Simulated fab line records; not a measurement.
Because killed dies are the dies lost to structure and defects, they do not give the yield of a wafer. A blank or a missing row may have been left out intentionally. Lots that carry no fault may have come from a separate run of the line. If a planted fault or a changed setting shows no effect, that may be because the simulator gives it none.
fab line records	flow rit-cmos
record lots=14	wafers=42	last-day=7
route steps=202 shown SPACER@128 NSD@137 PSD@148 CONTACT@177 M1@202
lots that met no fault: taken from a fault-free run of the same line
start-h: start of the lot's first displayed wafer, in hours after the record's first day	wait-h: hours elapsed since this lot's preceding step	" same as the row above	L1.1+2: a single row standing in for several wafers	- no value, or no start was given	* or withheld: withheld	< > ~ a bound
route shown NAME@n: a module of which the file shows steps, and the number in the route of the first	usual: the fault-free wafers' mean and standard deviation	same: alike in all rows	chamber/n: place in a boat	sites: the reading at each site	_std_site: standard deviation across them	_edge_site: the outer-site mean with the inner-site mean subtracted	radius-mm: for every site, how far away it sits from the centre of the wafer	mask NAME#n: copy n	behind: tool/chamber where the wafer was last shaped	hold: why the lot went on hold/how many hours it stayed there/how the hold came to an end	device: transistor that didn't switch, given as n, p or np	end of line: the route-end tests of the same wafers	a step given without rows: its recipe and nothing more	killed: dies that structure and defects cost at the first sort, which is not the same as the wafer's yield	map: shows each die of a wafer: x if killed, . if not, _ if none is there
set.NAME: the run value of the setting; set.NAME@STEP: its run value at that earlier step	model.NAME: the simulator's own value behind a step, which no gauge read
a sample of lots followed through the steps of the route, with each step as a table and each wafer as a row
## steps
# step RIT_SPACER_CVD_03
# recipe material=Si3N4	target-thk-nm=250	temp-c=810	precursor=SiH2Cl2/NH3	time-s=3300	pressure-mtorr=300	sih2cl2-flow-sccm=60	nh3-flow-sccm=150
lot.wafer	tool	chamber	start-h	wait-h
L137.1+3+6	lpcvd-02	0	48.90	0.0
L138.1+3+5	lpcvd-01	1	54.53	0.0
L139.1+4+5	lpcvd-02	1	64.63	0.0
L141.1+2+6	lpcvd-01	1	73.85	0.0
L143.1+3+6	lpcvd-02	1	85.48	0.0
L144.1+2+3	lpcvd-01	0	90.47	0.0
L145.2+4+5	lpcvd-01	1	93.35	0.3
L148.3+5+6	lpcvd-02	1	104.72	0.0
L149.2+3+5	lpcvd-02	0	109.75	0.0
L150.4+5+6	lpcvd-02	0	113.94	0.2
L153.2+3+5	lpcvd-01	1	126.91	0.0
L155.2+4+5	lpcvd-01	0	139.22	0.0
L157.2+3+6	lpcvd-01	0	148.61	0.0
L159.1+3+6	lpcvd-01	1	155.83	0.0
# step RIT_NSD_OVL_MEAS_06
# usual NSD_OVL=0.7/1.5
lot.wafer	tool	chamber	start-h	wait-h	NSD_OVL[nm]
L137.1	overlay-01	-	51.90	-	2.4
L137.3	"	-	"	"	2.9
L137.6	"	-	"	"	0.8
L138.1	overlay-01	-	57.51	-	3.6
L138.3	"	-	"	"	2.9
L138.5	"	-	"	"	3.1
L139.1	overlay-02	-	67.74	-	-0.3
L139.4	"	-	"	"	0.3
L139.5	"	-	"	"	-0.5
L141.1	overlay-02	-	76.83	-	0.7
L141.2	"	-	"	"	1.0
L141.6	"	-	"	"	0.1
L143.1	overlay-02	-	88.58	-	-1.1
L143.3	"	-	"	"	-1.0
L143.6	"	-	"	"	-0.8
L144.1	overlay-02	-	94.53	-	-1.6
L144.2	"	-	"	"	1.6
L144.3	"	-	"	"	-0.1
L145.2	overlay-02	-	97.41	-	-0.9
L145.4	"	-	"	"	-1.9
L145.5	"	-	"	"	-0.9
L148.3	overlay-01	-	107.83	-	2.1
L148.5	"	-	"	"	1.0
L148.6	"	-	"	"	2.0
L149.2	overlay-02	-	112.86	-	4.3
L149.3	"	-	"	"	2.6
L149.5	"	-	"	"	4.2
L150.4	overlay-02	-	116.93	-	0.6
L150.5	"	-	"	"	0.4
L150.6	"	-	"	"	1.9
L153.2	overlay-01	-	129.90	-	0.1
L153.3	"	-	"	"	0.7
L153.5	"	-	"	"	1.2
L155.2	overlay-01	-	142.20	-	-0.7
L155.4	"	-	"	"	-1.8
L155.5	"	-	"	"	-1.9
L157.2	overlay-02	-	151.60	-	0.7
L157.3	"	-	"	"	0.5
L157.6	"	-	"	"	0.1
L159.1	overlay-02	-	158.81	-	0.6
L159.3	"	-	"	"	1.6
L159.6	"	-	"	"	0.1
# step RIT_PSD_OVL_MEAS_06
# usual PSD_OVL=0.3/1.2
lot.wafer	tool	chamber	start-h	wait-h	PSD_OVL[nm]
L137.1	overlay-02	-	53.45	-	1.3
L137.3	"	-	"	"	1.6
L137.6	"	-	"	"	0.5
L138.1	overlay-02	-	58.93	-	1.9
L138.3	"	-	"	"	0.3
L138.5	"	-	"	"	1.8
L139.1	overlay-02	-	69.16	-	-1.9
L139.4	"	-	"	"	-2.5
L139.5	"	-	"	"	-2.0
L141.1	overlay-01	-	78.25	-	0.9
L141.2	"	-	"	"	0.9
L141.6	"	-	"	"	1.2
L143.1	overlay-02	-	90.00	-	-1.0
L143.3	"	-	"	"	-0.7
L143.6	"	-	"	"	-2.0
L144.1	overlay-01	-	96.08	-	1.7
L144.2	"	-	"	"	-0.4
L144.3	"	-	"	"	-1.4
L145.2	overlay-01	-	98.83	-	-0.8
L145.4	"	-	"	"	0.1
L145.5	"	-	"	"	1.5
L148.3	overlay-02	-	109.25	-	1.4
L148.5	"	-	"	"	0.3
L148.6	"	-	"	"	1.1
L149.2	overlay-02	-	114.28	-	-0.8
L149.3	"	-	"	"	-1.6
L149.5	"	-	"	"	-0.2
L150.4	overlay-01	-	118.48	-	0.8
L150.5	"	-	"	"	1.6
L150.6	"	-	"	"	1.2
L153.2	overlay-01	-	131.49	-	-0.4
L153.3	"	-	"	"	1.0
L153.5	"	-	"	"	-0.2
L155.2	overlay-02	-	143.74	-	2.0
L155.4	"	-	"	"	1.2
L155.5	"	-	"	"	-0.4
L157.2	overlay-02	-	153.14	-	-1.6
L157.3	"	-	"	"	-2.2
L157.6	"	-	"	"	-0.9
L159.1	overlay-01	-	160.24	-	-0.2
L159.3	"	-	"	"	0.8
L159.6	"	-	"	"	2.7
# step RIT_CONTACT_OVL_MEAS_09
# usual CONTACT_OVL=-0.2/1.3
lot.wafer	tool	chamber	start-h	wait-h	CONTACT_OVL[nm]
L137.1	overlay-01	-	56.78	0.1	-0.7
L137.3	"	-	"	"	-0.5
L137.6	"	-	"	"	-1.0
L138.1	overlay-01	-	62.42	0.1	0.7
L138.3	"	-	"	"	-0.1
L138.5	"	-	"	"	-1.8
L139.1	overlay-01	-	72.41	0.1	0.7
L139.4	"	-	"	"	-0.2
L139.5	"	-	"	"	-0.9
L141.1	overlay-01	-	81.66	0.1	-1.5
L141.2	"	-	"	"	-0.9
L141.6	"	-	"	"	1.0
L143.1	overlay-02	-	93.19	0.1	-0.3
L143.3	"	-	"	"	-0.2
L143.6	"	-	"	"	0.4
L144.1	overlay-01	-	99.39	0.1	0.7
L144.2	"	-	"	"	0.9
L144.3	"	-	"	"	1.5
L145.2	overlay-01	-	102.15	0.1	-0.1
L145.4	"	-	"	"	-1.1
L145.5	"	-	"	"	-0.1
L148.3	overlay-02	-	112.63	0.1	-0.8
L148.5	"	-	"	"	-0.2
L148.6	"	-	"	"	-0.7
L149.2	overlay-01	-	117.62	0.1	-0.2
L149.3	"	-	"	"	-0.2
L149.5	"	-	"	"	1.1
L150.4	overlay-01	-	121.81	0.1	2.0
L150.5	"	-	"	"	1.6
L150.6	"	-	"	"	-0.2
L153.2	overlay-01	-	134.93	0.1	-0.1
L153.3	"	-	"	"	1.1
L153.5	"	-	"	"	-0.2
L155.2	overlay-02	-	147.39	0.3	0.1
L155.4	"	-	"	"	0.6
L155.5	"	-	"	"	-0.9
L157.2	overlay-01	-	156.63	0.1	1.3
L157.3	"	-	"	"	0.6
L157.6	"	-	"	"	2.9
L159.1	overlay-02	-	163.62	0.1	-2.2
L159.3	"	-	"	"	-0.5
L159.6	"	-	"	"	-0.5
# step RIT_M1_PROBE_99
# usual killed_at_M0_to_M3=0.0/0.083	killed-at-contacts=0.1/0.36	killed-at-front-end=7/3.1	killed-dies=7/3.1	killed-on-rim=1.9/1.4	killed-open=3.6/2.1	killed-short=3.2/1.9
# same gross-dies=264	killed_at_M4_up=0	killed-at-back-side=0	killed-at-other=0
lot.wafer	tool	chamber	start-h	wait-h	killed_at_M0_to_M3	killed-at-contacts	killed-at-front-end	killed-dies	killed-on-rim	killed-open	killed-short
L137.1	prober-01	-	62.18	0.1	0	0	6	6	3	4	2
L137.3	prober-01	-	62.28	0.2	0	0	6	6	0	1	5
L137.6	prober-01	-	62.43	0.2	0	0	9	9	2	4	5
L138.1	prober-02	-	68.15	0.1	0	0	14	14	6	6	8
L138.3	prober-02	-	68.25	0.2	0	0	11	11	1	5	6
L138.5	prober-02	-	68.35	0.2	0	0	13	13	4	6	7
L139.1	prober-01	-	77.75	0.1	0	0	1	1	0	1	0
L139.4	prober-01	-	77.90	0.2	0	0	6	6	2	2	4
L139.5	prober-01	-	77.95	0.2	0	0	8	8	0	4	4
L141.1	prober-01	-	86.88	0.1	0	0	8	8	1	5	3
L141.2	prober-01	-	86.93	0.1	0	0	6	6	3	5	1
L141.6	prober-01	-	87.13	0.2	0	0	5	5	2	2	3
L143.1	prober-01	-	98.42	0.1	0	0	47	47	5	2	2
L143.3	prober-01	-	98.52	0.2	0	0	48	48	6	1	5
L143.6	prober-01	-	98.67	0.2	0	0	49	49	7	5	2
L144.1	prober-02	-	104.77	0.1	0	0	15	15	4	8	7
L144.2	prober-02	-	104.82	0.1	0	1	4	5	3	3	2
L144.3	prober-02	-	104.87	0.2	0	2	6	8	3	4	4
L145.2	prober-01	-	107.49	0.1	0	0	5	5	1	3	2
L145.4	prober-01	-	107.59	0.2	0	0	8	8	0	4	4
L145.5	prober-01	-	107.64	0.2	0	1	7	8	0	3	5
L148.3	prober-02	-	117.98	0.2	0	0	51	51	6	4	3
L148.5	prober-02	-	118.08	0.2	0	0	40	40	1	3	0
L148.6	prober-02	-	118.13	0.2	0	0	47	47	7	3	5
L149.2	prober-01	-	122.85	0.1	0	0	9	9	1	2	7
L149.3	prober-01	-	122.90	0.2	0	0	13	13	5	9	3
L149.5	prober-01	-	123.00	0.2	0	0	5	5	0	2	2
L150.4	prober-02	-	127.16	0.2	0	0	11	11	2	6	5
L150.5	prober-02	-	127.21	0.2	0	0	8	8	0	4	4
L150.6	prober-02	-	127.26	0.2	0	0	6	6	0	2	4
L153.2	prober-01	-	140.01	0.1	0	0	5	5	2	2	3
L153.3	prober-01	-	140.06	0.2	0	0	5	5	1	1	4
L153.5	prober-01	-	140.16	0.2	0	0	4	4	1	3	1
L155.2	prober-01	-	152.77	0.1	0	0	4	4	2	3	1
L155.4	prober-01	-	152.87	0.2	0	1	2	3	0	2	1
L155.5	prober-01	-	152.92	0.2	1	0	5	6	2	2	4
L157.2	prober-01	-	161.76	0.1	0	0	10	10	4	5	5
L157.3	prober-01	-	161.81	0.2	0	0	7	7	3	2	5
L157.6	prober-01	-	161.96	0.2	0	0	6	6	2	4	2
L159.1	prober-01	-	168.78	0.1	0	0	9	9	3	5	4
L159.3	prober-01	-	168.88	0.2	0	0	2	2	1	1	1
L159.6	prober-01	-	169.03	0.2	0	1	5	6	1	4	2
# killed by level:class
L137.1 SPACER:geometric-particle:open=3 GATE:geometric-particle:short=1 GATE:geometric-particle:open=1 REOX:geometric-particle:short=1
L137.3 GATE:geometric-particle:short=2 ACTIVE:geometric-particle:short=1 FOX2:geometric-particle:open=1 FOX2:geometric-particle:short=1 SPACER:geometric-particle:short=1
L137.6 SPACER:geometric-particle:open=2 FOX1:geometric-particle:short=1 FOX2:geometric-particle:open=1 GATE:geometric-particle:open=1 GATE:geometric-particle:short=1 REOX:geometric-particle:short=1 SPACER:geometric-particle:short=1 SILICIDE:geometric-particle:short=1
L138.1 SPACER:geometric-particle:short=3 SILICIDE:geometric-particle:short=3 GATE:geometric-particle:short=2 REOX:geometric-particle:open=2 FOX1:geometric-particle:open=1 GATE:geometric-particle:open=1 SPACER:geometric-particle:open=1 SILICIDE:geometric-particle:open=1
L138.3 GATE:geometric-particle:short=3 GATE:geometric-particle:open=2 SILICIDE:geometric-particle:short=2 ACTIVE:geometric-particle:open=1 REOX:geometric-particle:open=1 SPACER:geometric-particle:short=1 SILICIDE:geometric-particle:open=1
L138.5 GATE:geometric-particle:short=4 GATE:geometric-particle:open=2 SILICIDE:geometric-particle:open=2 SILICIDE:geometric-particle:short=2 REOX:geometric-particle:open=1 SPACER:geometric-particle:open=1 SPACER:geometric-particle:short=1
L139.1 REOX:geometric-particle:open=1
L139.4 FOX1:geometric-particle:short=1 GATE:geometric-particle:short=1 GATE:geometric-particle:open=1 SPACER:geometric-particle:open=1 SPACER:geometric-particle:short=1 SILICIDE:geometric-particle:short=1
L139.5 REOX:geometric-particle:short=2 FOX2:geometric-particle:open=1 GATE:geometric-particle:open=1 REOX:geometric-particle:open=1 SPACER:geometric-particle:open=1 SPACER:geometric-particle:short=1 SILICIDE:geometric-particle:short=1
L141.1 FOX1:geometric-particle:open=2 GATE:geometric-particle:open=2 SPACER:geometric-particle:short=2 REOX:geometric-particle:short=1 SPACER:geometric-particle:open=1
L141.2 GATE:geometric-particle:open=2 REOX:geometric-particle:open=2 FOX1:geometric-particle:open=1 SPACER:geometric-particle:short=1
L141.6 SILICIDE:geometric-particle:short=2 FOX1:geometric-particle:short=1 GATE:geometric-particle:open=1 SILICIDE:geometric-particle:open=1
L143.1 SPACER:unspecified=43 REOX:geometric-particle:short=1 SPACER:geometric-particle:open=1 SILICIDE:geometric-particle:short=1 SILICIDE:geometric-particle:open=1
L143.3 SPACER:unspecified=42 GATE:geometric-particle:short=3 GATE:geometric-particle:open=1 REOX:geometric-particle:short=1 SPACER:geometric-particle:short=1
L143.6 SPACER:unspecified=42 FOX2:geometric-particle:open=2 GATE:geometric-particle:open=2 GATE:geometric-particle:short=1 REOX:geometric-particle:short=1 REOX:geometric-particle:open=1
L144.1 GATE:geometric-particle:short=4 GATE:geometric-particle:open=3 SPACER:geometric-particle:open=2 FOX1:geometric-particle:short=1 FOX2:geometric-particle:open=1 REOX:geometric-particle:open=1 SPACER:geometric-particle:short=1 SILICIDE:geometric-particle:open=1
L144.2 FOX1:geometric-particle:open=1 REOX:geometric-particle:short=1 SPACER:geometric-particle:open=1 SPACER:geometric-particle:short=1 CONTACT:geometric-particle:open=1
L144.3 GATE:geometric-particle:short=2 REOX:geometric-particle:open=2 FOX1:geometric-particle:open=1 SPACER:geometric-particle:short=1 CONTACT:geometric-particle:open=1 CONTACT:geometric-particle:short=1
L145.2 GATE:geometric-particle:open=3 GATE:geometric-particle:short=2
L145.4 GATE:geometric-particle:open=3 GATE:geometric-particle:short=3 REOX:geometric-particle:open=1 SPACER:geometric-particle:short=1
L145.5 GATE:geometric-particle:open=3 SILICIDE:geometric-particle:short=2 FOX2:geometric-particle:short=1 GATE:geometric-particle:short=1 CONTACT:geometric-particle:short=1
L148.3 SPACER:unspecified=44 FOX1:geometric-particle:short=1 GATE:geometric-particle:short=1 GATE:geometric-particle:open=1 REOX:geometric-particle:open=1 SPACER:geometric-particle:open=1 SPACER:geometric-particle:short=1 SILICIDE:geometric-particle:open=1
L148.5 SPACER:unspecified=37 SPACER:geometric-particle:open=2 SILICIDE:geometric-particle:open=1
L148.6 SPACER:unspecified=39 SPACER:geometric-particle:short=3 SPACER:geometric-particle:open=2 FOX1:geometric-particle:short=1 FOX1:geometric-particle:open=1 FOX2:geometric-particle:short=1
L149.2 REOX:geometric-particle:short=2 SPACER:geometric-particle:short=2 FOX2:geometric-particle:short=1 GATE:geometric-particle:short=1 SPACER:geometric-particle:open=1 SILICIDE:geometric-particle:short=1 SILICIDE:geometric-particle:open=1
L149.3 SILICIDE:geometric-particle:open=4 REOX:geometric-particle:open=3 SPACER:geometric-particle:open=2 FOX1:geometric-particle:short=1 SPACER:geometric-particle:short=1 SILICIDE:geometric-particle:short=1 NWELL:coat-microbubble-printed=1
L149.5 SILICIDE:geometric-particle:short=2 GATE:geometric-particle:open=1 REOX:geometric-particle:open=1 NWELL:coat-microbubble-printed=1
L150.4 GATE:geometric-particle:open=2 GATE:geometric-particle:short=2 SILICIDE:geometric-particle:short=2 FOX1:geometric-particle:open=1 FOX2:geometric-particle:open=1 REOX:geometric-particle:open=1 SPACER:geometric-particle:short=1 SPACER:geometric-particle:open=1
L150.5 SPACER:geometric-particle:short=3 GATE:geometric-particle:open=2 FOX1:geometric-particle:open=1 FOX1:geometric-particle:short=1 SPACER:geometric-particle:open=1
L150.6 GATE:geometric-particle:short=2 FOX1:geometric-particle:short=1 GATE:geometric-particle:open=1 REOX:geometric-particle:short=1 SPACER:geometric-particle:open=1
L153.2 GATE:geometric-particle:open=2 GATE:geometric-particle:short=2 SPACER:geometric-particle:short=1
L153.3 SILICIDE:geometric-particle:short=3 FOX2:geometric-particle:short=1 GATE:geometric-particle:open=1
L153.5 GATE:geometric-particle:open=2 REOX:geometric-particle:short=1 REOX:geometric-particle:open=1
L155.2 FOX1:geometric-particle:open=2 GATE:geometric-particle:open=1 SPACER:geometric-particle:short=1
L155.4 FOX1:geometric-particle:open=1 SPACER:geometric-particle:open=1 CONTACT:geometric-particle:short=1
L155.5 FOX2:geometric-particle:open=1 GATE:geometric-particle:short=1 REOX:geometric-particle:short=1 SPACER:geometric-particle:short=1 SPACER:geometric-particle:open=1 M1:geometric-particle:short=1
L157.2 SILICIDE:geometric-particle:short=3 SPACER:geometric-particle:open=2 FOX1:geometric-particle:open=1 GATE:geometric-particle:open=1 GATE:geometric-particle:short=1 SPACER:geometric-particle:short=1 SILICIDE:geometric-particle:open=1
L157.3 GATE:geometric-particle:short=2 SILICIDE:geometric-particle:short=2 GATE:geometric-particle:open=1 SPACER:geometric-particle:short=1 SILICIDE:geometric-particle:open=1
L157.6 REOX:geometric-particle:open=2 FOX2:geometric-particle:open=1 GATE:geometric-particle:open=1 REOX:geometric-particle:short=1 SPACER:geometric-particle:short=1
L159.1 GATE:geometric-particle:open=5 GATE:geometric-particle:short=2 FOX1:geometric-particle:short=1 REOX:geometric-particle:short=1
L159.3 FOX2:geometric-particle:open=1 GATE:geometric-particle:short=1
L159.6 GATE:geometric-particle:open=2 FOX1:geometric-particle:open=1 REOX:geometric-particle:short=1 SPACER:geometric-particle:open=1 CONTACT:geometric-particle:short=1
## key
first-sign step=RIT_M1_PROBE_99	reading=killed-dies	direction=up	sigmas=13	usual=7	struck=47
effect step=RIT_M1_PROBE_99	reading=killed-at-front-end	direction=up	sigmas=13	usual=7	struck=47
met-at RIT_SPACER_CVD_03
struck-lots L143,L148
struck-wafers L143.1,L143.3,L143.6,L148.3,L148.5,L148.6
tester-left-out L143,L148
not-acting-at RIT_NSD_OVL_MEAS_06,RIT_PSD_OVL_MEAS_06,RIT_CONTACT_OVL_MEAS_09
onset-between 64.63 85.48
fault kind=chamber-particle-source	tool=lpcvd-02	chamber=1	onset-h=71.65	steps=RIT_SPACER_CVD_03	rate-per-visit-cm2=1.9985	end-h=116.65
# tester-left-out: of these lots the tester's yield and bins aren't shown, on N5 and GAA mostly nor the transistor test; their killed dies are dies lost to structure and defects alone, not to doping, threshold or leakage, so they don't give the yield
